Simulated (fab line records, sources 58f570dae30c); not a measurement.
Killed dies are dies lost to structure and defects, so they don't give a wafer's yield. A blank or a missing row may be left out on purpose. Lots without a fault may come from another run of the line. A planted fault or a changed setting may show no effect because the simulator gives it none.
fab line records | flow berkeley_cmos170
record lots=7 wafers=21 last_day=11
route steps=331 shown V1@260 M2@271
lots that met no fault: from a run of the same line without faults
start_h: hours from the record's first day to the start of the lot's first wafer shown | wait_h: hours since the lot's step before | " the same as in the row above | L1.1+2: a row that stands for several wafers | - no value, or no start given | * or withheld: withheld | < > ~ a bound
route shown NAME@n: a module of which the file shows steps, and the number in the route of the first | usual: mean/standard deviation of fault-free wafers | same: alike in all rows | chamber/n: place in a boat | sites: the reading at each site | _std_site: their standard deviation | _edge_site: outer sites' mean less inner sites' | radius_mm: how far each site lies from the wafer's centre | mask NAME#n: copy n | behind: the tool/chamber that last shaped the wafer | hold: why the lot was held/for how many hours/how that ended | device: the transistor (n, p or np) that didn't switch | end of line: the same wafers' tests at the end of the route | a step without rows: its recipe alone | killed: dies lost to structure and defects at the first sort, not the wafer's yield | map: a wafer's dies, x killed, . not, _ none there
set.NAME: the setting as run; set.NAME@STEP: as run at that earlier step | model.NAME: the simulator's own value behind a step, which no gauge read
lots at some steps of the route; a table a step, a row a wafer
services: from which hour (start_h, from the record's first day; less than 0 if before it) a tool's chamber was out of use, for how many hours, and why
## steps
# step UCB170_V1_HMDS_06
# recipe prime_time_s=60 prime_temp_c=100
# step UCB170_V1_COAT_07
# recipe resist=KrF spin_rpm=1500 resist_thk_nm=900
# step UCB170_V1_SOFTBAKE_08
# recipe resist=KrF temp_c=130 time_s=60
# step UCB170_V1_EXPOSE_09
# recipe mask_id=VIA1 target_cd_nm=700 na=0.5 sigma_outer=0.6 source_shape=conventional dose_mj=37
# step UCB170_V1_PEB_10
# recipe peb_temp_c=130 peb_time_s=withheld resist=KrF
# step UCB170_V1_DEVELOP_11
# recipe developer=TMAH develop_time_s=45 resist=KrF dev_temp_c=21
# step UCB170_V1_CD_MEAS_12
# recipe target_cd_nm=700
# usual cd_nm=700.6/1.7
# columns lot.wafer tool chamber start_h wait_h cd_nm
L324.1 cd_sem-02 - 168.00 - 701.0
L324.3 " - " " 702.5
L324.4 " - " " 703.0
L327.1 cd_sem-01 - 179.60 - 701.0
L327.2 " - " " 701.1
L327.4 " - " " 701.9
L329.2 cd_sem-01 - 191.77 - 701.0
L329.5 " - " " 700.2
L329.6 " - " " 701.1
L328.1 cd_sem-02 - 192.31 - 697.3
L328.2 " - " " 698.0
L328.4 " - " " 698.2
L337.3 cd_sem-01 - 222.31 - 701.2
L337.4 " - " " 699.9
L337.6 " - " " 701.7
L338.1 cd_sem-01 - 244.00 - 701.4
L338.5 " - " " 701.1
L338.6 " - " " 701.5
L341.1 cd_sem-01 - 245.57 - 700.7
L341.2 " - " " 699.8
L341.4 " - " " 699.9
# step UCB170_V1_OVL_MEAS_13
# usual V1_OVL=-1/5.3
# columns lot.wafer tool chamber start_h wait_h V1_OVL[nm]
L324.1 overlay-01 - 168.12 0.1 2
L324.3 " - " " 3
L324.4 " - " " -1
L327.1 overlay-02 - 179.72 0.1 -2
L327.2 " - " " 8
L327.4 " - " " 11
L329.2 overlay-01 - 191.88 0.1 5
L329.5 " - " " -1
L329.6 " - " " 5
L328.1 overlay-01 - 192.43 0.1 0
L328.2 " - " " -3
L328.4 " - " " -4
L337.3 overlay-01 - 222.40 0.1 0
L337.4 " - " " 3
L337.6 " - " " 2
L338.1 overlay-01 - 244.12 0.1 0
L338.5 " - " " -3
L338.6 " - " " 1
L341.1 overlay-01 - 245.69 0.1 -1
L341.2 " - " " -8
L341.4 " - " " -6
# step UCB170_V1_ETCH_14
# recipe chemistry=CHF3/CF4/Ar target=SiO2 stop_on=Al CHF3_flow_sccm=45 cf4_flow_sccm=15 Ar_flow_sccm=150 pressure_mtorr=200 rf_w=700 target_depth_a=12500 over_etch_frac=0.25 time_s=291
# usual CHF3_flow_sccm=45.00/0.12 drypump_motor_current_A=5.7/0.45 oes_product_au=0.871/0.016 throttle_valve_pct=6.96/0.15
# same time_s=291
# columns lot.wafer tool chamber start_h wait_h CHF3_flow_sccm drypump_motor_current_A oes_product_au rf_hours_counter_h throttle_valve_pct
L324.1 rie_diel-03 1 168.16 0.0 44.97 6.2 0.855 19 7.03
L324.3 " 3 " " 44.94 5.5 0.896 1 6.87
L324.4 " 2 " " 45.05 5.2 0.861 15 7.21
L327.1 rie_diel-03 0 179.75 0.0 44.97 5.1 0.873 61 7.22
L327.2 " 2 " " 44.81 5.2 0.859 16 7.22
L327.4 " 1 " " 45.00 6.1 0.847 19 7.02
L329.2 rie_diel-02 1 191.91 0.0 44.95 5.7 0.879 29 6.93
L329.5 " 0 " " 44.76 5.5 0.898 - 6.89
L329.6 " 3 " " 44.83 5.7 0.858 - 6.82
L328.1 rie_diel-03 1 192.46 0.0 45.08 6.1 0.843 20 7.02
L328.2 " 3 " " 44.78 5.6 0.876 2 6.87
L328.4 " 0 " " 45.16 5.2 0.873 62 7.21
L337.3 rie_diel-04 2 222.42 0.0 44.80 5.8 0.871 2 6.84
L337.4 " 0 " " 45.13 6.7 0.851 18 7.07
L337.6 " 0 " " 44.91 6.7 0.852 - 7.07
L338.1 rie_diel-03 1 244.16 0.0 45.22 6.1 0.852 23 7.03
L338.5 " 0 " " 45.03 5.2 0.873 - 7.21
L338.6 " 1 " " 45.11 6.1 0.842 - 7.02
L341.1 rie_diel-03 3 245.72 0.0 44.89 5.5 0.881 4 6.84
L341.2 " 2 " " 45.35 5.2 0.862 18 7.21
L341.4 " 0 " " 45.08 5.2 0.872 65 7.22
# step UCB170_V1_STRIP_15
# recipe chemistry=O2 power_w=400 pressure_mtorr=3500 platen_temp_c=withheld o2_flow_sccm=400 overash_fraction=0.5
# usual drypump_motor_current_A=5.95/0.28 oes_product_au=0.722/0.0046 strip_time_to_endpoint_s=15.32/0.14
# columns lot.wafer tool chamber start_h wait_h drypump_motor_current_A oes_product_au rf_hours_counter_h strip_time_to_endpoint_s
L324.1 plasma_asher-04 1 168.33 0.1 6.35 0.723 46 15.30
L324.3 " 1 " " 6.33 0.725 - 14.86
L324.4 " 0 " " 5.70 0.719 - 15.37
L327.1 plasma_asher-02 1 179.93 0.1 6.27 0.719 7 15.26
L327.2 " 0 " " 5.75 0.717 7 15.36
L327.4 " 1 " " 6.23 0.725 - 15.38
L329.2 plasma_asher-03 1 192.09 0.1 6.06 0.724 48 15.23
L329.5 " 0 " " 5.64 0.726 - 15.44
L329.6 " 1 " " 6.05 0.733 - 15.42
L328.1 plasma_asher-02 0 192.64 0.1 5.77 0.722 8 15.54
L328.2 " 1 " " 6.25 0.719 8 15.03
L328.4 " 1 " " 6.24 0.717 - 15.33
L337.3 plasma_asher-02 1 222.63 0.1 6.22 0.721 - 15.40
L337.4 " 0 " " 5.78 0.723 - 15.42
L337.6 " 0 " " 5.81 0.726 - 15.34
L338.1 plasma_asher-04 1 244.34 0.1 6.35 0.718 54 15.29
L338.5 " 1 " " 6.37 0.723 - 15.24
L338.6 " 0 " " 5.70 0.731 - 15.30
L341.1 plasma_asher-03 0 245.90 0.1 5.61 0.725 54 15.07
L341.2 " 1 " " 6.03 0.718 54 15.40
L341.4 " 1 " " 6.04 0.727 - 15.42
# step UCB170_V1_CD_MEAS_90
# recipe target_cd_nm=700
# usual cd_nm=700.1/1.9
# columns lot.wafer tool chamber start_h wait_h cd_nm
L324.1 cd_sem-01 - 168.43 0.1 699.6
L324.3 " - " " 702.7
L324.4 " - " " 700.9
L327.1 cd_sem-02 - 180.03 0.1 700.3
L327.2 " - " " 700.2
L327.4 " - " " 701.0
L329.2 cd_sem-02 - 192.21 0.1 699.1
L329.5 " - " " 700.6
L329.6 " - " " 699.8
L328.1 cd_sem-02 - 192.74 0.1 697.1
L328.2 " - " " 699.1
L328.4 " - " " 698.5
L337.3 cd_sem-01 - 222.74 0.1 699.9
L337.4 " - " " 698.9
L337.6 " - " " 701.3
L338.1 cd_sem-01 - 244.44 0.1 700.2
L338.5 " - " " 702.4
L338.6 " - " " 700.4
L341.1 cd_sem-02 - 246.00 0.1 700.8
L341.2 " - " " 698.5
L341.4 " - " " 701.3
# step UCB170_M2_PRE_CLEAN_00
# recipe gas=Ar preclean_etch_time_s=60
# step UCB170_M2_SPUTTER_01
# recipe material=Al target_thk_nm=900 time_s=120 power_w=6000 chamber_pressure_pa=0.5
# usual throttle_valve_pct=29.6/1.2
# same time_s=120
# columns lot.wafer tool chamber start_h wait_h throttle_valve_pct
L324.1 pvd_sputter-03 - 168.62 0.0 29.7
L324.3 " - " " 28.6
L324.4 " - " " 27.5
L327.1 pvd_sputter-03 - 180.22 0.0 28.4
L327.2 " - " " 29.4
L327.4 " - " " 27.8
L327.1 pvd_sputter-03 - 180.47 0.2 28.5
L327.2 " - " " 29.2
L327.4 " - " " 27.7
L329.2 pvd_sputter-02 - 192.37 0.0 30.5
L329.5 " - " " 29.9
L329.6 " - " " 30.6
L328.1 pvd_sputter-03 - 192.93 0.0 27.7
L328.2 " - " " 29.4
L328.4 " - " " 29.7
L328.1 pvd_sputter-03 - 193.18 0.2 27.7
L328.2 " - " " 29.2
L328.4 " - " " 29.8
L337.3 pvd_sputter-04 - 222.89 0.0 31.5
L337.4 " - " " 30.2
L337.6 " - " " 30.4
L338.1 pvd_sputter-03 - 244.62 0.0 29.4
L338.5 " - " " 27.7
L338.6 " - " " 29.7
L338.1 pvd_sputter-03 - 244.88 0.2 29.5
L338.5 " - " " 27.8
L338.6 " - " " 29.7
L341.1 pvd_sputter-04 - 246.19 0.0 31.2
L341.2 " - " " 30.2
L341.4 " - " " 30.6
# step UCB170_M2_RS_MEAS_02
# recipe thk_meas_gauge=four-point-probe reads=Al_of_M2_SPUTTER_01
# usual M2_AL_RS=0.0325/0.00035
# columns lot.wafer tool chamber start_h wait_h M2_AL_RS[ohm/sq]
L324.1 film_metro-03 - 168.70 0.0 0.0331
L324.3 " - " " 0.0325
L324.4 " - " " 0.0322
L327.1 film_metro-04 - 180.55 0.0 0.0161
L327.2 " - " " 0.0161
L327.4 " - " " 0.0159
L329.2 film_metro-03 - 192.48 0.1 0.0323
L329.5 " - " " 0.0326
L329.6 " - " " 0.0324
L328.1 film_metro-04 - 193.26 0.0 0.0159
L328.2 " - " " 0.0159
L328.4 " - " " 0.0162
L337.3 film_metro-03 - 223.01 0.1 0.0321
L337.4 " - " " 0.0320
L337.6 " - " " 0.0320
L338.1 film_metro-04 - 244.96 0.0 0.0160
L338.5 " - " " 0.0160
L338.6 " - " " 0.0163
L341.1 film_metro-02 - 246.27 0.0 0.0321
L341.2 " - " " 0.0317
L341.4 " - " " 0.0319
# step UCB170_M2_THK_MEAS_03
# recipe thk_meas_gauge=xrf reads=Al_of_M2_SPUTTER_01
# usual M2_AL_THK=901/10
# columns lot.wafer tool chamber start_h wait_h M2_AL_THK[nm]
L324.1 film_metro-03 - 168.82 0.1 887
L324.3 " - " " 897
L324.4 " - " " 907
L327.1 film_metro-04 - 180.67 0.1 1827
L327.2 " - " " 1839
L327.4 " - " " 1857
L329.2 film_metro-03 - 192.59 0.1 907
L329.5 " - " " 902
L329.6 " - " " 905
L328.1 film_metro-04 - 193.38 0.1 1831
L328.2 " - " " 1827
L328.4 " - " " 1800
L337.3 film_metro-03 - 223.11 0.1 913
L337.4 " - " " 914
L337.6 " - " " 911
L338.1 film_metro-04 - 245.15 0.2 1814
L338.5 " - " " 1808
L338.6 " - " " 1805
L341.1 film_metro-02 - 246.39 0.1 905
L341.2 " - " " 915
L341.4 " - " " 911
# step UCB170_M2_HMDS_04
# recipe prime_time_s=60 prime_temp_c=100
# step UCB170_M2_COAT_05
# recipe resist=KrF spin_rpm=1500 resist_thk_nm=900
# step UCB170_M2_SOFTBAKE_06
# recipe resist=KrF temp_c=130 time_s=60
# step UCB170_M2_STRIP_07
# recipe chemistry=O2 power_w=400 pressure_mtorr=3500 platen_temp_c=withheld o2_flow_sccm=400 overash_fraction=0.5
# usual drypump_motor_current_A=5.98/0.28 oes_product_au=0.734/0.0045 strip_time_to_endpoint_s=21.98/0.049
# columns lot.wafer tool chamber start_h wait_h drypump_motor_current_A oes_product_au rf_hours_counter_h strip_time_to_endpoint_s
L324.1 plasma_asher-01 1 169.33 0.1 6.18 0.733 42 22.06
L324.3 " 0 " " 5.66 0.728 - 22.01
L324.4 " 1 " " 6.17 0.736 - 22.06
L327.1 plasma_asher-02 1 181.54 0.1 6.24 0.728 7 21.91
L327.2 " 0 " " 5.73 0.727 7 21.97
L327.4 " 1 " " 6.24 0.732 - 21.94
L329.2 plasma_asher-01 1 193.09 0.1 6.18 0.732 44 22.02
L329.5 " 1 " " 6.17 0.729 - 22.04
L329.6 " 0 " " 5.65 0.736 - 22.06
L328.1 plasma_asher-02 0 193.89 0.1 5.76 0.739 9 21.98
L328.2 " 1 " " 6.20 0.732 9 22.00
L328.4 " 0 " " 5.77 0.733 - 21.99
L337.3 plasma_asher-04 1 223.63 0.1 6.30 0.731 - 21.96
L337.4 " 0 " " 5.67 0.737 - 21.98
L337.6 " 0 " " 5.66 0.739 - 21.93
L338.1 plasma_asher-01 1 245.89 0.2 6.14 0.731 50 21.99
L338.5 " 1 " " 6.14 0.742 - 21.96
L338.6 " 0 " " 5.66 0.734 - 22.01
L341.1 plasma_asher-02 0 247.25 0.1 5.76 0.740 15 21.94
L341.2 " 1 " " 6.22 0.726 15 21.99
L341.4 " 1 " " 6.19 0.736 - 21.97
# step UCB170_M2_STRIP_08
# recipe chemistry=DMSO temp_c=80 time_s=600 material=KrF
# step UCB170_M2_COAT_09
# recipe resist=BARC temp_c=withheld time_s=withheld spin_rpm=3000 resist_thk_nm=withheld
# step UCB170_M2_COAT_10
# recipe resist=KrF spin_rpm=1500 resist_thk_nm=911.2
# step UCB170_M2_SOFTBAKE_11
# recipe resist=KrF temp_c=130 time_s=60
# step UCB170_M2_EXPOSE_12
# recipe mask_id=METAL2 target_cd_nm=700 na=0.5 sigma_outer=0.6 source_shape=conventional dose_mj=26
# step UCB170_M2_PEB_13
# recipe peb_temp_c=130 peb_time_s=withheld resist=KrF
# step UCB170_M2_DEVELOP_14
# recipe developer=TMAH develop_time_s=45 resist=KrF dev_temp_c=21
# step UCB170_M2_CD_MEAS_15
# recipe target_cd_nm=700
# usual cd_nm=699.7/1.4
# columns lot.wafer tool chamber start_h wait_h cd_nm
L324.1 cd_sem-02 - 170.74 - 698.3
L324.3 " - " " 699.6
L324.4 " - " " 698.4
L327.1 cd_sem-01 - 183.09 - 699.1
L327.2 " - " " 699.0
L327.4 " - " " 698.1
L329.2 cd_sem-01 - 194.67 - 698.1
L329.5 " - " " 697.2
L329.6 " - " " 697.5
L328.1 cd_sem-01 - 195.24 - 700.9
L328.2 " - " " 699.8
L328.4 " - " " 698.6
L337.3 cd_sem-02 - 227.25 - 699.2
L337.4 " - " " 699.3
L337.6 " - " " 698.2
L338.1 cd_sem-02 - 247.35 - 702.7
L338.5 " - " " 703.0
L338.6 " - " " 701.6
L341.1 cd_sem-02 - 248.43 - 701.5
L341.2 " - " " 700.6
L341.4 " - " " 699.0
# step UCB170_M2_OVL_MEAS_16
# usual M2_OVL=-1/6.1
# columns lot.wafer tool chamber start_h wait_h M2_OVL[nm]
L324.1 overlay-01 - 170.86 0.1 3
L324.3 " - " " 5
L324.4 " - " " 0
L327.1 overlay-02 - 183.21 0.1 -15
L327.2 " - " " -2
L327.4 " - " " -5
L329.2 overlay-01 - 194.78 0.1 -6
L329.5 " - " " -7
L329.6 " - " " -3
L328.1 overlay-02 - 195.36 0.1 6
L328.2 " - " " 7
L328.4 " - " " 4
L337.3 overlay-02 - 227.35 0.1 5
L337.4 " - " " 0
L337.6 " - " " -1
L338.1 overlay-01 - 247.47 0.1 -10
L338.5 " - " " -8
L338.6 " - " " -16
L341.1 overlay-01 - 248.55 0.1 2
L341.2 " - " " 13
L341.4 " - " " 11
# step UCB170_M2_ETCH_17
# recipe chemistry=N2/H2 target_depth_a=withheld overetch_a=withheld target=BARC time_s=withheld source_w=500 bias_w=100 pressure_mtorr=30 n2_flow_sccm=100 h2_flow_sccm=200
# usual drypump_motor_current_A=5.8/0.51 oes_product_au=1.00/0.031 throttle_valve_pct=13.36/0.24
# columns lot.wafer tool chamber start_h wait_h drypump_motor_current_A oes_product_au throttle_valve_pct
L324.1 rie_diel-04 1 170.89 0.0 5.7 0.98 13.31
L324.3 " 1 " " 5.6 0.99 13.31
L324.4 " 0 " " 6.7 0.96 13.71
L327.1 rie_diel-04 3 183.24 0.0 5.6 1.05 13.07
L327.2 " 0 " " 6.7 0.97 13.70
L327.4 " 1 " " 5.6 1.00 13.30
L329.2 rie_diel-04 1 194.81 0.0 5.6 1.01 13.30
L329.5 " 1 " " 5.6 1.00 13.31
L329.6 " 2 " " 5.9 1.00 13.24
L328.1 rie_diel-03 3 195.40 0.0 5.5 1.03 13.09
L328.2 " 1 " " 6.1 0.96 13.41
L328.4 " 2 " " 5.2 1.00 13.78
L337.3 rie_diel-04 3 227.37 0.0 5.6 1.05 13.08
L337.4 " 0 " " 6.7 0.97 13.72
L337.6 " 2 " " 5.9 0.99 13.25
L338.1 rie_diel-03 0 247.51 0.0 5.2 0.99 13.61
L338.5 " 2 " " 5.2 1.00 13.78
L338.6 " 1 " " 6.2 0.96 13.41
L341.1 rie_diel-01 1 248.58 0.0 5.4 0.96 13.00
L341.2 " 0 " " 6.2 1.04 13.36
L341.4 " 3 " " 6.5 0.99 13.18
# step UCB170_M2_METAL_ETCH_18
# recipe chemistry=Cl2/BCl3 target=Al stop_on=SiO2 pressure_mtorr=12 target_depth_a=11700 over_etch_frac=0.3 time_s=195 icp_w=600 bias_w=120 Cl2_flow_sccm=90 bcl3_flow_sccm=45
# usual bcl3_flow_sccm=45.03/0.13 drypump_motor_current_A=5.3/0.39 oes_product_au=0.845/0.0081 throttle_valve_pct=24.37/0.16
# same time_s=195
# columns lot.wafer tool chamber start_h wait_h bcl3_flow_sccm drypump_motor_current_A oes_product_au rf_hours_counter_h throttle_valve_pct model.etch.depth_nm model.M2.feature_depth_nm
L324.1 rie_metal-03 1 170.96 - 45.25 5.3 0.836 3 24.65 877.7 934.5
L324.3 " 0 " " 45.15 5.4 0.849 - 24.35 891.2 945.3
L324.4 " 1 " " 45.20 5.2 0.850 - 24.65 901 957.6
L327.1 rie_metal-01 1 183.29 - 45.20 5.1 0.967 8 24.23 1113 1113
L327.2 " 0 " " 44.88 5.7 0.985 10 24.41 1165 1165
L327.4 " 1 " " 45.04 5.1 0.962 - 24.24 1102 1102
L329.2 rie_metal-01 0 194.85 - 45.13 5.8 0.839 11 24.49 895.3 949.7
L329.5 " 0 " " 45.03 5.8 0.841 - 24.48 887.8 942.2
L329.6 " 1 " " 45.15 5.1 0.852 - 24.31 894.7 948
L328.1 rie_metal-03 0 195.44 - 44.68 5.4 0.981 1 24.28 1124 1124
L328.2 " 1 " " 44.89 5.3 0.981 4 24.58 1152 1152
L328.4 " 1 " " 44.83 5.3 0.976 - 24.60 1147 1147
L337.3 rie_metal-01 1 227.47 - 45.25 5.1 0.862 - 24.29 903.6 959.2
L337.4 " 0 " " 45.04 5.7 0.853 - 24.48 906.5 963
L337.6 " 0 " " 44.94 5.7 0.847 - 24.49 906.8 963.8
L338.1 rie_metal-01 0 247.55 - 45.21 5.7 1.005 12 24.42 1180 1180
L338.5 " 0 " " 45.01 5.7 1.005 - 24.40 1197 1197
L338.6 " 1 " " 45.09 5.1 0.964 - 24.22 1120 1120
L341.1 rie_metal-01 0 248.62 - 44.97 5.7 0.847 12 24.47 901.4 959.2
L341.2 " 1 " " 45.13 5.1 0.857 10 24.28 910.4 965.4
L341.4 " 1 " " 45.24 5.1 0.844 - 24.30 904.6 959.8
# step UCB170_M2_STRIP_19
# recipe chemistry=O2 power_w=400 pressure_mtorr=3500 platen_temp_c=withheld o2_flow_sccm=400 overash_fraction=0.5
# usual drypump_motor_current_A=5.98/0.27 oes_product_au=0.559/0.02
# columns lot.wafer tool chamber start_h wait_h drypump_motor_current_A oes_product_au rf_hours_counter_h
L324.1 plasma_asher-02 1 171.15 0.1 6.25 0.558 6
L324.3 " 0 " " 5.76 0.588 -
L324.4 " 1 " " 6.21 0.563 -
L327.1 plasma_asher-04 0 183.47 0.1 5.71 0.596 48
L327.2 " 1 " " 6.36 0.558 48
L327.4 " 0 " " 5.72 0.595 -
L329.2 plasma_asher-01 0 195.04 0.1 5.66 0.582 44
L329.5 " 0 " " 5.65 0.571 -
L329.6 " 1 " " 6.18 0.595 -
L328.1 plasma_asher-02 0 195.63 0.1 5.77 0.589 9
L328.2 " 1 " " 6.25 0.573 9
L328.4 " 1 " " 6.25 0.571 -
L337.3 plasma_asher-01 0 227.65 0.1 5.66 0.572 -
L337.4 " 1 " " 6.17 0.553 -
L337.6 " 1 " " 6.15 0.541 -
L338.1 plasma_asher-04 0 247.74 0.1 5.68 0.545 55
L338.5 " 1 " " 6.35 0.527 -
L338.6 " 0 " " 5.66 0.584 -
L341.1 plasma_asher-04 0 248.81 0.1 5.68 0.530 55
L341.2 " 1 " " 6.32 0.582 55
L341.4 " 1 " " 6.33 0.575 -
## services
# columns tool chamber start_h hours kind
rie_diel-02 - 145.34 14.6 pm
pvd_sputter-03 - 149.84 0.9 repair
rie_metal-01 - 153.56 0.8 repair
pvd_sputter-03 - 155.67 3.0 repair
pvd_sputter-04 - 157.59 6.0 repair
rie_diel-01 0 159.44 3.1 repair
rie_diel-02 1 160.91 10.0 repair
rie_diel-04 3 168.50 5.2 repair
rie_diel-04 3 174.06 3.8 repair
pvd_sputter-04 - 182.69 6.6 repair
rie_diel-01 1 187.11 11.5 repair
rie_diel-01 2 188.81 6.6 repair
pvd_sputter-02 - 192.69 3.7 repair
rie_diel-03 2 196.71 7.8 repair
rie_diel-02 1 201.84 2.5 repair
rie_metal-01 1 201.85 6.6 repair
rie_metal-03 0 214.28 16.4 repair
rie_diel-01 1 224.56 21.4 repair
rie_diel-01 - 226.35 0.3 repair
rie_diel-03 3 227.84 10.3 repair
rie_diel-04 1 235.30 7.7 repair
pvd_sputter-04 - 241.40 4.1 repair
rie_diel-04 2 245.33 4.3 repair
rie_diel-03 0 248.40 3.6 repair
## key
first_sign step=UCB170_M2_SPUTTER_01 reading=visit direction=added
effect step=UCB170_M2_RS_MEAS_02 reading=M2_AL_RS direction=down sigmas=47 usual=0.0325 struck=0.0160
effect step=UCB170_M2_THK_MEAS_03 reading=M2_AL_THK direction=up sigmas=89 usual=901 struck=1823
effect step=UCB170_M2_METAL_ETCH_18 reading=oes_product_au direction=up sigmas=17 usual=0.845 struck=0.981
model_effect step=UCB170_M2_METAL_ETCH_18 value=etch.depth_nm without=899.2 struck=1144
met_at UCB170_M2_SPUTTER_01
struck_wafers L327.1,L327.2,L327.4,L328.1,L328.2,L328.4,L338.1,L338.5,L338.6
later_rows_left_out L327.2,L327.4,L328.1,L328.4,L338.1,L338.5,L338.6
sort_left_out L327.1,L327.2,L327.4,L328.1,L328.2,L328.4,L338.1,L338.5,L338.6
fault kind=repeated_step_whole tool=pvd_sputter-02,pvd_sputter-03,pvd_sputter-04 chamber=- onset_h=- steps=UCB170_M2_SPUTTER_01 times=1 scope=struck_lots_only
# sort_left_out: the simulated sort isn't trusted on such a fault, so these wafers' sort isn't shown, and their yield isn't known
# later_rows_left_out: the simulator's readings of these wafers behind a module that went badly wrong aren't trusted and aren't shown, but for the sort
